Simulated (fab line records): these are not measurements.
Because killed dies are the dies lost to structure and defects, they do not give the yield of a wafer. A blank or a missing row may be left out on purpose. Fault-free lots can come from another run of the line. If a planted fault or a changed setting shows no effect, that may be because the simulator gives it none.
Which tool is to blame? ; flow rit_cmos ; 14 lots, 42 wafers sampled, at 2 steps of a route of 202

## WHAT THE GAUGES SHOWED, per wafer
RIT_M1_CD_MEAS_90: target cd 2600 nm. Usual: cd_nm reads 2601 nm (standard deviation 3.1).
lot;measured;on;cd_nm (nm);flag
L933;day 3 11:40;cd_sem-02;2605 2599 2599;
L934;day 3 17:32;cd_sem-02;2599 2596 2597;
L935;day 3 22:56;cd_sem-02;2600 2601 2602;
L936;day 4 07:41;cd_sem-01;2596 2599 2595;
L937;day 4 08:52;cd_sem-02;2603 2601 2603;
L940;day 5 00:47;cd_sem-01;2598 2598 2599;
L943;day 5 15:24;cd_sem-02;2599 2603 2601;
L946;day 6 04:50;cd_sem-02;2598 2598 2598;
L947;day 6 10:31;cd_sem-02;2602 2601 2602;
L949;day 6 23:41;cd_sem-01;2578 2600 2601;
L950;day 7 05:26;cd_sem-01;2599 2599 2598;
L951;day 7 10:17;cd_sem-01;2604 2578 2602;
L953;day 7 22:32;cd_sem-01;2600 2603 2600;
L955;day 8 06:02;cd_sem-02;2601 2603 2603;

## TOOL THAT RAN EACH LOT (tool first, then ch and the chambers of the sampled wafers, then the start)
lot;RIT_M1_METAL_ETCH_12
L933;rie_metal-03 ch 0,1, day 3 11:09
L934;rie_metal-01 ch 0,1, day 3 16:59
L935;rie_metal-04 ch 0,1, day 3 22:25
L936;rie_metal-03 ch 0,1, day 4 07:11
L937;rie_metal-01 ch 0,1, day 4 08:21
L940;rie_metal-01 ch 0,1, day 5 00:16
L943;rie_metal-01 ch 1, day 5 14:50
L946;rie_metal-01 ch 0, day 6 04:17
L947;rie_metal-04 ch 0,1, day 6 09:58
L949;rie_metal-01 ch 0,1, day 6 23:11
L950;rie_metal-04 ch 0, day 7 04:44
L951;rie_metal-01 ch 0,1, day 7 09:46
L953;rie_metal-04 ch 0,1, day 7 22:01
L955;rie_metal-03 ch 0,1, day 8 05:32
- RIT_M1_METAL_ETCH_12: etches Al in Cl2/BCl3, stops on SiO2, time 165 s, target depth 600 nm.

## WHAT THE TOOLS THEMSELVES READ (means of the sampled wafers that have a number; where no wafer has one, the mark that the record gives instead)
RIT_M1_METAL_ETCH_12. Usual: drypump_motor_current_A 5.6 A, standard deviation 0.47; oes_product_au 0.775 a.u., standard deviation 0.016; rf_fwd_power_W 249.0 W, standard deviation 0.7; throttle_valve_pct 8.21 %, standard deviation 0.066.
lot;tool;drypump_motor_current_A (A);oes_product_au (a.u.);rf_fwd_power_W (W);throttle_valve_pct (%);flag
L933;rie_metal-03;5.9;0.757;248.4;8.19;
L934;rie_metal-01;5.7;0.782;248.7;8.21;
L935;rie_metal-04;5.7;0.786;248.7;8.22;
L936;rie_metal-03;5.9;0.765;249.6;8.18;
L937;rie_metal-01;5.5;0.781;249.4;8.16;
L940;rie_metal-01;5.6;0.782;249.5;8.15;
L943;rie_metal-01;5.8;0.803;248.3;8.25;
L946;rie_metal-01;5.4;0.771;248.9;8.11;
L947;rie_metal-04;5.2;0.771;248.7;8.26;
L949;rie_metal-01;5.5;0.776;282.1;8.16;OFF
L950;rie_metal-04;4.8;0.753;249.0;8.30;
L951;rie_metal-01;5.5;0.777;282.6;8.16;OFF
L953;rie_metal-04;5.3;0.766;250.0;8.28;
L955;rie_metal-03;5.9;0.780;248.7;8.19;

## THE ANSWER, worked out from the rows above alone
Rule: take the mean of a lot's wafers that have a number; if it is more than 3 standard deviations from the usual mean, the lot is off. Also off: a lot with no number at a reading for which 4 or more lots have one. Any other lot the step has rows for is counted as sound. Order of review: gauges by route order, followed by the tools' own readings, for which a lot's mean as printed above is used. The first step at which some lot is off is used, and at that step the reading that is off furthest; a lot without a number counts as furthest.
Off: L949, L951 (RIT_M1_METAL_ETCH_12, rf_fwd_power_W).
A tool fits if, at that step or a process step before it, it ran every lot that is off, and no sound lot after the first of them. One candidate fits, namely rie_metal-01 at RIT_M1_METAL_ETCH_12. Its last sound lot is L946 (day 6 04:17), its first lot that is off L949 (day 6 23:11): a fault that began between those two fits.
On the lots that are off, the tool's own readings at RIT_M1_METAL_ETCH_12 differ by more than 5 times the standard deviation of the sound lots' means, which bears it out; rf_fwd_power_W reads 282.4 W there versus 249.0 W on the sound lots.

## WHAT THE SIMULATOR PUT IN
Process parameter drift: rie_metal-01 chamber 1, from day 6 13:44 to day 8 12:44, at RIT_M1_METAL_ETCH_12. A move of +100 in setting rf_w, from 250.
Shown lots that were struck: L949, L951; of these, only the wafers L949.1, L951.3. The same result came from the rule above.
